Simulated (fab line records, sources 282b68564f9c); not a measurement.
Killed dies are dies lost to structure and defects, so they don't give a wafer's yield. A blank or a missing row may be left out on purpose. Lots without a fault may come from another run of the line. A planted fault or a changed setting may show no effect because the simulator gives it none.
Which tool did it? | flow rit_cmos | 6 lots, 18 wafers sampled, at 2 steps of a route of 202

WHAT THE GAUGES READ, wafer by wafer
RIT_NLDD_TW_MEAS_10.
lot  | measured    | on            | NLDD_TW
L118 | day 2 23:43 | film_metro-03 | 2498 2492 2504
L120 | day 3 09:37 | film_metro-03 | 2504 2509 2498
L122 | day 3 18:25 | film_metro-04 | 2478 2496 2487
L124 | day 4 04:36 | film_metro-04 | 2475 2472 2477
L126 | day 4 14:38 | film_metro-01 | 1330 1328 1337
L128 | day 5 00:05 | film_metro-01 | 1334 1329 1323

WHICH TOOL RAN EACH LOT (tool, then ch and the chambers of the sampled wafers, then the start)
lot  | RIT_NLDD_IMPLANT_08
L118 | implanter-01 ch 0, day 2 23:23
L120 | implanter-01 ch 0, day 3 09:17
L122 | implanter-01 ch 0, day 3 18:07
L124 | implanter-01 ch 0, day 4 04:17
L126 | implanter-02 ch 0, day 4 14:20
L128 | implanter-02 ch 0, day 4 23:46
- RIT_NLDD_IMPLANT_08

THE ANSWER, worked out from the rows above alone
Rule: what is usual is taken from the lots themselves. Put in order of their means at a reading, lots are off if they are a third of the lots or fewer, leave a main group of 4 or more, and stand apart from it by a gap of 3 or more times the standard deviation of the main group's means; of several such gaps the widest counts. A main group whose means are all the same, to the digits that the tables above print for the reading, isn't used. A lot without any number at a reading at which 4 lots or more have one is off too. The other lots that the step has rows for count as sound.
Off: L126, L128, at RIT_NLDD_TW_MEAS_10 (NLDD_TW). The main group: mean 2491, standard deviation 11.
A tool fits if, at a process step before that reading, it ran every lot that is off, and no sound lot after the first of them. The gauges at RIT_NLDD_TW_MEAS_10 are tried like those tools. Can't be told from this: 2 tools fit, implanter-02 at RIT_NLDD_IMPLANT_08, film_metro-01 at RIT_NLDD_TW_MEAS_10.

WHAT THE SIMULATOR HAD PUT IN
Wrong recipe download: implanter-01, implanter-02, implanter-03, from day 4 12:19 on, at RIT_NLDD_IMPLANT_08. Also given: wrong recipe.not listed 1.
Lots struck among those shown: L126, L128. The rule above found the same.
